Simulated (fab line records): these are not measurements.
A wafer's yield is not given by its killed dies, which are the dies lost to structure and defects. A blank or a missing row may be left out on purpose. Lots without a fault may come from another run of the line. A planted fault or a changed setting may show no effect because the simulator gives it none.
fab line records	flow ritCmos
record lots=14	wafers=42	lastDay=7
route steps=202 shown WELLDRIVE@50 M1@202
lots that met no fault: from a run of the same line without faults
startH: hours from the record's first day to the start of the lot's first wafer shown	waitH: hours from the lot's prior step to this one	" as in the row above	L1.1+2: a single row standing in for several wafers	- no value, or no start was given	* or withheld: withheld	< > ~ a bound
route shown NAME@n: a module of which the file shows steps, and the number in the route of the first	usual: mean and standard deviation over wafers with no fault	same: alike in all rows	chamber/n: place in a boat	sites: the reading at each site	_std_site: the standard deviation of these	_edge_site: the outer-site mean with the inner-site mean subtracted	radiusMm: for every site, how far away it sits from the centre of the wafer	mask NAME#n: copy n	behind: the tool/chamber that last shaped the wafer	hold: cause of the lot's hold/its duration in hours/its outcome	device: the transistor (n, p or np) that didn't switch	end of line: the route-end tests of the same wafers	a step without rows: its recipe alone	killed: not the wafer's yield, but the dies lost to structure and defects at the first sort	map: a wafer's dies, marking killed ones x, the rest . and places with no die _
set.NAME: the setting as run; set.NAME@STEP: as run at that earlier step	model.NAME: the simulator's own value behind a step, which no gauge read
one table for each step of the route and one row for each wafer, over a sample of lots
services: from which hour (startH, from the record's first day; less than 0 if before it) a tool's chamber was out of use, for how many hours, and why
## steps
# step RIT_WELLDRIVE_ANNEAL_00
# recipe tempC=1100	timeS=14700	ambient=N2
# usual tubeCenterTempC=1100/0.1
lot.wafer	tool	chamber	startH	waitH	tubeCenterTempC
L637.2	furnace-03	0	33.78	0.8	1100.3
L637.4	"	0	"	"	1100
L637.6	"	0	"	"	1100
L639.1	furnace-03	0	40.42	0.7	1100
L639.3	"	0	"	"	1100
L639.5	"	0	"	"	1099.9
L640.2	furnace-03	0	48.01	0.0	1100
L640.3	"	0	"	"	1099.9
L640.6	"	0	"	"	1100
L641.3	furnace-03	0	53.09	1.4	1100.1
L641.4	"	0	"	"	1100.1
L641.5	"	0	"	"	1100
L642.1	furnace-01	0	55.09	0.8	1100.1
L642.4	"	0	"	"	1099.9
L642.5	"	0	"	"	1100
L643.1	furnace-01	0	60.18	1.0	1099.8
L643.2	"	0	"	"	1100.1
L643.5	"	0	"	"	1100.2
L644.1	furnace-03	0	67.05	0.2	1100
L644.5	"	0	"	"	1099.9
L644.6	"	0	"	"	1100
L645.1	furnace-03	0	74.07	3.0	1100.2
L645.3	"	0	"	"	1100
L645.5	"	0	"	"	1100.1
L647.2	furnace-03	0	82.90	0.0	1100
L647.5	"	0	"	"	1099.9
L647.6	"	0	"	"	1099.9
L648.3	furnace-01	0	87.78	1.6	1100.2
L648.4	"	0	"	"	1100
L648.6	"	0	"	"	1100
L648.3	furnace-04	0	93.21	0.4	1100
L648.4	"	0	"	"	1099.9
L648.6	"	0	"	"	1100.1
L649.1	furnace-03	0	88.36	0.1	1100.1
L649.2	"	0	"	"	1100
L649.3	"	0	"	"	1100
L650.2	furnace-03	0	95.99	1.1	1100
L650.4	"	0	"	"	1100.1
L650.6	"	0	"	"	1099.9
L650.2	furnace-03	0	101.32	0.2	1100.1
L650.4	"	0	"	"	1100.1
L650.6	"	0	"	"	1100
L651.4	furnace-03	0	101.32	0.2	1100
L651.5	"	0	"	"	1100
L651.6	"	0	"	"	1100
L654.1	furnace-01	0	122.79	8.5	1099.9
L654.2	"	0	"	"	1099.9
L654.4	"	0	"	"	1100
# step RIT_M1_PROBE_99
# usual killedAtContacts=0.0/0.2	killedAtFrontEnd=7.0/2.8	killedDies=7.0/2.8	killedOpen=3.4/1.9	killedShort=3.6/2
# same grossDies=264	killed_at_M0_to_M3=0	killed_at_M4_up=0	killedAtBackSide=0	killedAtOther=0
lot.wafer	tool	chamber	startH	waitH	killedAtContacts	killedAtFrontEnd	killedDies	killedOpen	killedShort
L639.1	prober-01	-	75.62	0.1	0	7	7	3	4
L639.3	prober-01	-	75.72	0.2	0	6	6	1	5
L639.5	prober-01	-	75.82	0.2	0	10	10	8	2
L648.3	prober-02	-	141.42	0.2	0	11	11	5	6
L648.4	prober-02	-	141.47	0.2	0	6	6	3	3
L648.6	prober-02	-	141.57	0.2	0	8	8	3	5
L650.2	prober-02	-	147.83	0.1	0	4	4	2	2
L650.4	prober-02	-	147.93	0.2	1	13	14	4	10
L650.6	prober-02	-	148.03	0.2	0	8	8	5	3
# killed by level:class
L639.1 GATE:geometricParticle:short=4 FOX2:geometricParticle:open=1 GATE:geometricParticle:open=1 SILICIDE:geometricParticle:open=1
L639.3 GATE:geometricParticle:short=2 SILICIDE:geometricParticle:short=2 GATE:geometricParticle:open=1 SPACER:geometricParticle:short=1
L639.5 GATE:geometricParticle:open=4 FOX1:geometricParticle:open=2 FOX2:geometricParticle:open=2 GATE:geometricParticle:short=1 REOX:geometricParticle:short=1
L648.3 GATE:geometricParticle:short=2 FOX1:geometricParticle:open=1 FOX1:geometricParticle:short=1 FOX2:geometricParticle:short=1 FOX2:geometricParticle:open=1 GATE:geometricParticle:open=1 REOX:geometricParticle:short=1 SPACER:geometricParticle:open=1
L648.4 GATE:geometricParticle:short=2 ACTIVE:geometricParticle:open=1 FOX2:geometricParticle:short=1 FOX2:geometricParticle:open=1 REOX:geometricParticle:open=1
L648.6 GATE:geometricParticle:short=2 GATE:geometricParticle:open=2 SILICIDE:geometricParticle:short=2 REOX:geometricParticle:short=1 SILICIDE:geometricParticle:open=1
L650.2 FOX1:geometricParticle:open=1 GATE:geometricParticle:short=1 SPACER:geometricParticle:short=1 SILICIDE:geometricParticle:open=1
L650.4 GATE:geometricParticle:short=4 GATE:geometricParticle:open=2 SPACER:geometricParticle:short=2 FOX1:geometricParticle:short=1 FOX1:geometricParticle:open=1 FOX2:geometricParticle:short=1 SPACER:geometricParticle:open=1 SILICIDE:geometricParticle:short=1
L650.6 FOX1:geometricParticle:short=2 SILICIDE:geometricParticle:open=2 FOX1:geometricParticle:open=1 GATE:geometricParticle:open=1 SPACER:geometricParticle:open=1 SILICIDE:geometricParticle:short=1
## services
tool	chamber	startH	hours	kind
furnace-03	-	13.11	3.3	pm
furnace-01	-	94.80	6.2	pm
furnace-03	-	108.96	3.6	pm
## key
firstSign step=RIT_WELLDRIVE_ANNEAL_00	reading=visit	direction=added
effect none on later readings
metAt RIT_WELLDRIVE_ANNEAL_00
struckLots L648,L650
testerLeftOut L648,L650
fault kind=repeatedStepWhole	tool=furnace-01,furnace-03,furnace-04	chamber=-	onsetH=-	steps=RIT_WELLDRIVE_ANNEAL_00	times=1	scope=struckLotsOnly
# testerLeftOut: of these lots the tester's yield and bins aren't shown, on N5 and GAA mostly nor the transistor test; their killed dies are dies lost to structure and defects alone, not to doping, threshold or leakage, so they don't give the yield
